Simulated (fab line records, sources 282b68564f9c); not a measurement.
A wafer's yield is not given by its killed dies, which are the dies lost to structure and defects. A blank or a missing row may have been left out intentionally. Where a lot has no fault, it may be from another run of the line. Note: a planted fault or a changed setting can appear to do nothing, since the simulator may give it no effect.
Which tool was responsible? ; flow rit_cmos ; Sampling: 14 lots, 42 wafers, 2 of 202 route steps

## WHAT THE GAUGES SHOWED, per wafer
No reading from a measuring or inspecting step in the record can be judged against a usual standard deviation.

## EACH LOT AND THE TOOL THAT RAN IT (in order: tool; ch and the chambers of the sampled wafers; start)
lot;RIT_NWELL_HARDBAKE_07;RIT_M1_PROBE_99
L149;litho_track-01 ch 0, day 1 21:18;prober-02, day 3 12:23
L151;litho_track-01 ch 0, day 2 06:58;prober-02, day 4 00:29
L152;litho_track-02 ch 0, day 2 11:32;prober-01, day 4 01:01
L158;litho_track-02 ch 0, day 3 22:31;prober-02, day 5 12:34
L159;litho_track-02 ch 0, day 3 23:43;prober-01, day 5 12:31
L163;litho_track-03 ch 0, day 4 19:01;prober-01, day 6 08:40
L164;litho_track-01 ch 0, day 5 01:59;prober-02, day 6 15:11
L165;litho_track-01 ch 0, day 5 06:24;prober-01, day 6 18:51
L166;litho_track-03 ch 0, day 5 11:14;prober-02, day 6 23:22
L167;litho_track-01 ch 0, day 5 14:59;prober-01, day 7 02:38
L168;litho_track-01 ch 0, day 5 19:47;prober-02, day 7 10:37
L169;litho_track-03 ch 0, day 6 00:26;prober-01, day 7 14:34
L171;litho_track-03 ch 0, day 6 12:01;prober-01, day 8 01:08
L172;litho_track-01 ch 0, day 6 17:44;prober-01, day 8 05:39
- RIT_NWELL_HARDBAKE_07: time 120 s.
- RIT_M1_PROBE_99

## AS READ BY THE TOOLS THEMSELVES (means over the sampled wafers that have a number; for cases with no such wafer, the mark the record gives instead)
RIT_NWELL_HARDBAKE_07.
lot;tool;exhaust_pa (Pa);heater_power_total_W (W);plate_temp_C (C)
L149;litho_track-01;44.7;52.00;140.06
L151;litho_track-01;44.9;52.02;140.12
L152;litho_track-02;45.3;52.07;140.10
L158;litho_track-02;44.3;52.58;141.30
L159;litho_track-02;45.2;52.59;141.35
L163;litho_track-03;46.1;52.03;139.91
L164;litho_track-01;45.8;51.98;140.05
L165;litho_track-01;44.6;51.99;139.94
L166;litho_track-03;44.4;51.99;139.92
L167;litho_track-01;44.4;52.02;140.17
L168;litho_track-01;44.2;52.05;140.14
L169;litho_track-03;45.0;51.97;140.16
L171;litho_track-03;46.3;52.05;140.20
L172;litho_track-01;44.0;52.05;140.02

RIT_M1_PROBE_99.
lot;tool;killed_at_M0_to_M3;killed_at_front_end;killed_dies;killed_on_rim;killed_open;killed_short
L149;prober-02;0.0;7;7;2.0;3.7;3.3
L151;prober-02;0.0;8;8;1.3;2.3;6.0
L152;prober-01;0.0;5;5;1.3;3.0;2.3
L158;prober-02;0.0;7;7;0.7;3.0;3.7
L159;prober-01;0.0;7;7;2.3;4.3;2.3
L163;prober-01;0.0;6;6;2.7;1.7;4.7
L164;prober-02;0.3;9;10;2.7;4.0;5.7
L165;prober-01;0.0;9;9;2.7;4.0;4.7
L166;prober-02;0.0;8;8;2.3;2.7;5.0
L167;prober-01;0.0;5;5;0.7;2.7;2.3
L168;prober-02;0.0;5;5;1.7;1.3;3.7
L169;prober-01;0.0;11;11;2.7;6.7;4.0
L171;prober-01;0.0;5;5;2.3;2.3;3.0
L172;prober-01;0.0;6;6;1.0;3.0;2.7

## THE ANSWER, worked out from the rows above alone
Rule: the usual values come from the lots themselves. The widest of any qualifying gaps counts: lots, ordered by their means at a reading, are off when they make up no more than a third of the lots, leave a main group of 4 or more, and stand apart from it by 3 or more times the standard deviation of that group's means. Not used: any main group whose means are identical at the precision the tables above print for the reading. Also off: a lot with no number at a reading for which 4 or more lots have one. Where the step has rows for the other lots, those lots are counted as sound. Order of review: gauges by route order, followed by the tools' own readings, for which a lot's mean as printed above is used. The first step at which some lot is off is used, and at that step the reading that is off furthest; a lot without a number counts as furthest.
Off at RIT_NWELL_HARDBAKE_07 (heater_power_total_W): L158, L159. The main group: mean 52.02 W, standard deviation 0.031.
A tool fits if, at that step or a process step before it, it ran every lot that is off, and no sound lot after the first of them. One fits: litho_track-02 at RIT_NWELL_HARDBAKE_07. Its last sound lot is L152 (day 2 11:32), its first lot that is off L158 (day 3 22:31): a fault that began between those two fits.
The tool's own readings at RIT_NWELL_HARDBAKE_07 bear it out: on the lots that are off they differ by more than 5 times the standard deviation of the sound lots' means. heater_power_total_W reads 52.59 W there against 52.02 W on the sound lots; plate_temp_C reads 141.32 C there against 140.07 C on the sound lots.

## WHAT THE SIMULATOR HAD PUT IN
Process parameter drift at RIT_NWELL_HARDBAKE_07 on litho_track-02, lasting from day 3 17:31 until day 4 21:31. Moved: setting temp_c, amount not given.
Shown lots that were struck: L158, L159. This agrees with what the rule above found.
